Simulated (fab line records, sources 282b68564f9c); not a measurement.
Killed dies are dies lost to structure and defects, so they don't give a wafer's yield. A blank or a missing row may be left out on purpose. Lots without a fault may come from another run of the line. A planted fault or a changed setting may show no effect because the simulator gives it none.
fab line records | flow rit_cmos
record lots=13 wafers=39 last_day=7
route steps=202 shown M1@190
lots that met no fault: from a run of the same line without faults
start_h: hours from the record's first day to the start of the lot's first wafer shown | wait_h: hours since the lot's step before | " the same as in the row above | L1.1+2: a row that stands for several wafers | - no value, or no start given | * or withheld: withheld | < > ~ a bound
route shown NAME@n: a module of which the file shows steps, and the number in the route of the first | usual: mean/standard deviation of fault-free wafers | same: alike in all rows | chamber/n: place in a boat | sites: the reading at each site | _std_site: their standard deviation | _edge_site: outer sites' mean less inner sites' | radius_mm: how far each site lies from the wafer's centre | mask NAME#n: copy n | behind: the tool/chamber that last shaped the wafer | hold: why the lot was held/for how many hours/how that ended | device: the transistor (n, p or np) that didn't switch | end of line: the same wafers' tests at the end of the route | a step without rows: its recipe alone | killed: dies lost to structure and defects at the first sort, not the wafer's yield | map: a wafer's dies, x killed, . not, _ none there
set.NAME: the setting as run; set.NAME@STEP: as run at that earlier step | model.NAME: the simulator's own value behind a step, which no gauge read
steps of the route over a sample of lots; a table a step, a row a wafer
services: from which hour (start_h, from the record's first day; less than 0 if before it) a tool's chamber was out of use, for how many hours, and why
## steps
# step RIT_M1_EXPOSE_06
# recipe mask_id=M12 na=0.6 source_shape=conventional sigma_outer=0.5 target_cd_nm=2600 dose_mj=250
# columns lot.wafer tool chamber start_h wait_h mask
L822.1+2+6 iline_stepper-02 0 55.79 0.2 M12#0
L823.1+2+4 iline_stepper-02 0 58.79 0.1 M12#0
L824.3+4+5 iline_stepper-02 0 63.08 0.1 M12#0
L825.1+3+4 iline_stepper-02 0 70.48 0.1 M12#0
L829.1+3+5 iline_stepper-01 0 89.63 0.1 M12#0
L834.2+3+4 iline_stepper-02 0 116.53 0.2 M12#0
L836.2+3+5 iline_stepper-02 0 125.79 0.2 M12#0
L837.1+4+5 iline_stepper-02 0 133.49 0.1 M12#0
L838.1+5+6 iline_stepper-02 0 135.60 0.1 M12#0
L839.1+2+5 iline_stepper-02 0 141.68 0.1 M12#0
L841.1+4+5 iline_stepper-02 0 149.93 0.3 M12#0
L844.2+3+5 iline_stepper-02 0 165.36 0.2 M12#0
L845.1+2+4 iline_stepper-02 0 168.68 0.1 M12#0
# step RIT_M1_OVL_MEAS_10
# usual M1_OVL=-0.4/1.6
# columns lot.wafer tool chamber start_h wait_h M1_OVL[nm]
L822.1 overlay-02 - 56.50 0.1 2.4
L822.2 " - " " 0.3
L822.6 " - " " 1.0
L823.1 overlay-01 - 59.34 0.1 -2.4
L823.2 " - " " -2.3
L823.4 " - " " -2.0
L824.3 overlay-01 - 63.61 0.1 1.6
L824.4 " - " " -0.6
L824.5 " - " " 0.4
L825.1 overlay-02 - 71.03 0.1 1.0
L825.3 " - " " 2.4
L825.4 " - " " 1.6
L829.1 overlay-01 - 90.18 0.1 4.2
L829.3 " - " " 3.8
L829.5 " - " " 3.5
L834.2 overlay-01 - 117.06 0.1 -2.0
L834.3 " - " " -1.6
L834.4 " - " " -1.1
L836.2 overlay-01 - 126.33 0.1 0.6
L836.3 " - " " 0.5
L836.5 " - " " 2.3
L837.1 overlay-01 - 134.13 0.1 -0.1
L837.4 " - " " 0.0
L837.5 " - " " -1.4
L838.1 overlay-02 - 136.15 0.1 1.2
L838.5 " - " " 0.7
L838.6 " - " " 0.4
L839.1 overlay-01 - 142.23 0.1 -1.9
L839.2 " - " " -0.7
L839.5 " - " " 0.6
L841.1 overlay-01 - 150.48 0.1 -0.2
L841.4 " - " " -1.5
L841.5 " - " " -0.7
L844.2 overlay-02 - 165.89 0.1 -1.0
L844.3 " - " " -1.1
L844.5 " - " " -0.5
L845.1 overlay-02 - 169.23 0.1 1.1
L845.2 " - " " 0.2
L845.4 " - " " 2.6
# step RIT_M1_PROBE_99
# usual defect_limited_yield=97.4/1.1 killed_at_contacts=0.1/0.27 killed_at_front_end=7/3 killed_dies=7.0/3 killed_open=3.5/2.1 killed_short=3.4/1.9 sort_bin_3_pad_short=0.1/0.19 sort_bin_5_function=1.4/0.77 sort_bin_6_memory=1.1/0.72 sort_n_pass=257.0/3 sort_yield_pct=97.4/1.1
# same gross_dies=264 killed_at_M0_to_M3=0 killed_at_M4_up=0 killed_at_back_side=0 killed_at_other=0
# columns lot.wafer tool chamber start_h wait_h defect_limited_yield[%] killed_at_contacts killed_at_front_end killed_dies killed_open killed_short sort_bin_3_pad_short[%] sort_bin_5_function[%] sort_bin_6_memory[%] sort_n_pass sort_yield_pct[%]
L829.1 prober-02 - 95.29 0.1 95.5 0 12 12 5 7 0 3.0 1.5 252.0 95.5
L829.3 prober-02 - 95.39 0.2 96.6 0 9 9 4 5 0 1.5 1.9 255.0 96.6
L829.5 prober-02 - 95.49 0.2 99.2 0 2 2 1 1 0.4 0 0.4 262.0 99.2
L839.1 prober-02 - 144.79 0.1 96.2 0 10 10 6 4 0 1.9 1.9 254.0 96.2
L839.2 prober-02 - 144.84 0.1 98.5 0 4 4 1 3 0 0.8 0.8 260.0 98.5
L839.5 prober-02 - 144.99 0.2 97.7 0 6 6 5 1 0 1.1 1.1 258.0 97.7
L844.2 prober-01 - 168.47 0.1 97.3 0 7 7 4 3 0 1.9 0.8 257.0 97.3
L844.3 prober-01 - 168.52 0.2 97.7 0 6 6 3 3 0 1.5 0.8 258.0 97.7
L844.5 prober-01 - 168.62 0.2 97.3 0 7 7 4 3 0 0.8 1.9 257.0 97.3
# killed by level:class
L829.1 GATE:geometric_particle:open=3 SPACER:geometric_particle:short=3 FOX1:geometric_particle:short=1 FOX2:geometric_particle:short=1 GATE:geometric_particle:short=1 SPACER:geometric_particle:open=1 SILICIDE:geometric_particle:short=1 SILICIDE:geometric_particle:open=1
L829.3 FOX1:geometric_particle:short=2 REOX:geometric_particle:open=2 FOX1:geometric_particle:open=1 FOX2:geometric_particle:open=1 GATE:geometric_particle:short=1 REOX:geometric_particle:short=1 SPACER:geometric_particle:short=1
L829.5 FOX2:geometric_particle:short=1 SPACER:geometric_particle:open=1
L839.1 GATE:geometric_particle:open=4 GATE:geometric_particle:short=2 FOX2:geometric_particle:short=1 FOX2:geometric_particle:open=1 REOX:geometric_particle:short=1 SILICIDE:geometric_particle:open=1
L839.2 GATE:geometric_particle:short=2 SPACER:geometric_particle:open=1 SILICIDE:geometric_particle:short=1
L839.5 FOX2:geometric_particle:open=2 GATE:geometric_particle:open=2 FOX2:geometric_particle:short=1 REOX:geometric_particle:open=1
L844.2 GATE:geometric_particle:open=3 GATE:geometric_particle:short=1 REOX:geometric_particle:short=1 SPACER:geometric_particle:open=1 SPACER:geometric_particle:short=1
L844.3 FOX1:geometric_particle:short=1 GATE:geometric_particle:open=1 REOX:geometric_particle:short=1 SPACER:geometric_particle:open=1 SILICIDE:geometric_particle:short=1 SILICIDE:geometric_particle:open=1
L844.5 FOX2:geometric_particle:open=2 GATE:geometric_particle:short=2 GATE:geometric_particle:open=2 FOX2:geometric_particle:short=1
## services
# columns tool chamber start_h hours kind
iline_stepper-01 - 37.26 26.9 repair
iline_stepper-01 - 64.20 1.7 pm
iline_stepper-01 0 69.91 - calibration
iline_stepper-01 - 105.50 5.6 repair
iline_stepper-02 0 162.87 - calibration
## key
first_sign step=RIT_M1_OVL_MEAS_10 reading=M1_OVL direction=up sigmas=2.7 usual=-0.4 struck=3.8
effect none on later readings
met_at RIT_M1_EXPOSE_06
struck_lots L829
fault kind=scanner_matching_overlay tool=iline_stepper-01 chamber=- onset_h=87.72 steps=RIT_M1_EXPOSE_06 offset=4.2694
